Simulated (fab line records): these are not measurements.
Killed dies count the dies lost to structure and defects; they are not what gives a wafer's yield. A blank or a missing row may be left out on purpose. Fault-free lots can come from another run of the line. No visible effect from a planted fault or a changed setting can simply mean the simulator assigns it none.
A lot that was struck, set against a sound lot	flow rit cmos	20 steps out of a route of 202
Sound: wafers L178.1, L178.2, L178.5. Struck: wafers L191.1, L191.5, L191.6. At the end, the cause is stated.
Each step with rows lists, per side, the tool, then ch with its chambers, then its first start. Under that, the readings that differ: sound wafers	struck wafers	difference of the means	sigmas: that difference in standard deviations of wafers without a fault.
alike: readings whose means differ by less than 2 such deviations, and words and numbers that are the same on both sides. not compared: withheld readings, readings that some wafer has no value for, bounds like >300 that may hide the same value, and numbers for which the record gives no deviation and whose values overlap.
Wherever a step has rows on one side only, a row that says differs or no value, or a row with sigmas, the two part there. Numbers that don't overlap but have no deviation are shown without sigmas and don't part them. A reading missing from all wafers of one side parts the sides only when that side holds two or more wafers.

first, 2 steps without rows for these wafers: RIT_NWELL_HARDBAKE_07 (time 120 s); RIT_NWELL_IMPLANT_08.
RIT_NWELL_STRIP_09: strips in O2, time 180 s.
  sound on plasma asher-02 ch 0,1, day 3 23:31; struck on plasma asher-02 ch 0,1, day 6 18:04
  alike: drypump motor current A
  not compared: rf hours counter h
RIT_NWELL_TW_MEAS_10:
  sound: film metro-04 at day 3 23:41; struck: film metro-02 at day 6 18:14
reading	sound	struck	difference	sigmas
NWELL_TW	2160 2145 2166	2121 2120 2120	-37	-2
then, 6 steps without rows for these wafers: RIT_PWELL_HMDS_00 (prime time 60 s); RIT_PWELL_COAT_01 (resist thk 1300 nm); RIT_PWELL_SOFTBAKE_02 (time 60 s); RIT_PWELL_EXPOSE_03 (exposes mask M3, target cd 43700 nm); RIT_PWELL_PEB_04; RIT_PWELL_DEVELOP_05 (develop time 68 s).
RIT_PWELL_OVL_MEAS_06:
  sound: overlay-01 at day 4 00:38; struck: overlay-01 at day 6 19:10
reading	sound	struck	difference	sigmas
PWELL_OVL (nm)	0.9 1.5 1.1	-2.4 -3.3 -3.8	-4.3	-3
then, 1 step without rows for these wafers: RIT_PWELL_HARDBAKE_07 (time 120 s).
RIT_PWELL_IMPLANT_08:
  sound on implanter-02 ch 0, day 4 00:55; struck on implanter-01 ch 0, day 6 19:28
reading	sound	struck	difference	sigmas
beam energy keV	169.89 169.93 169.98	157.81 157.89 157.77	-12.11	-99 or more
model.implant.rp nm (nm)	472.7 472.7 472.7	434.4 434.4 434.4	-38.3	
model.implant.drp nm (nm)	102.9 102.9 102.9	100.1 100.1 100.1	-2.8	
  alike: faraday current uA
RIT_PWELL_STRIP_09: strips in O2, time 180 s.
  sound on plasma asher-01 ch 0,1, day 4 01:04; struck on plasma asher-03 ch 0,1, day 6 19:37
  alike: drypump motor current A
  not compared: rf hours counter h
RIT_PWELL_TW_MEAS_10:
  sound: film metro-04 at day 4 01:14; struck: film metro-02 at day 6 19:47
  alike: PWELL_TW
then, 1 step without rows for these wafers: RIT_WELLDRIVE_ANNEAL_00 (time 14700 s).
RIT_WELLDRIVE_RS_MEAS_01: a four-point-probe measurement.
  sound: film metro-04 at day 4 06:28; struck: film metro-03 at day 7 01:14
  alike: NWELL_RS
RIT_WELLDRIVE_RS_MEAS_02: a four-point-probe measurement.
  sound: film metro-04 at day 4 06:35; struck: film metro-03 at day 7 01:22
reading	sound	struck	difference	sigmas
PWELL_RS (ohm/sq)	427.1 428.8 426.6	432.8 432.7 433.1	+5.4	+4
then, 1 step without rows for these wafers: RIT_NRETRO_HMDS_00 (prime time 60 s).
RIT_M1_PROBE_99:
  sound: prober-02 at day 5 11:18; struck: prober-01 at day 8 06:20
reading	sound	struck	difference	sigmas
model.etest.pwell.rs ohm sq	420.4 418.3 420.5	428.6 430.4 430.2	+10.0	
  alike: killed at contacts, killed at front end, killed dies, killed open, killed short

== WHERE THEY PART ==
First at RIT_NWELL_TW_MEAS_10; last, within this record, at RIT_WELLDRIVE_RS_MEAS_02. Later steps at which nothing parts them and some readings are alike: RIT_M1_PROBE_99.

WHY: what the simulator had put in
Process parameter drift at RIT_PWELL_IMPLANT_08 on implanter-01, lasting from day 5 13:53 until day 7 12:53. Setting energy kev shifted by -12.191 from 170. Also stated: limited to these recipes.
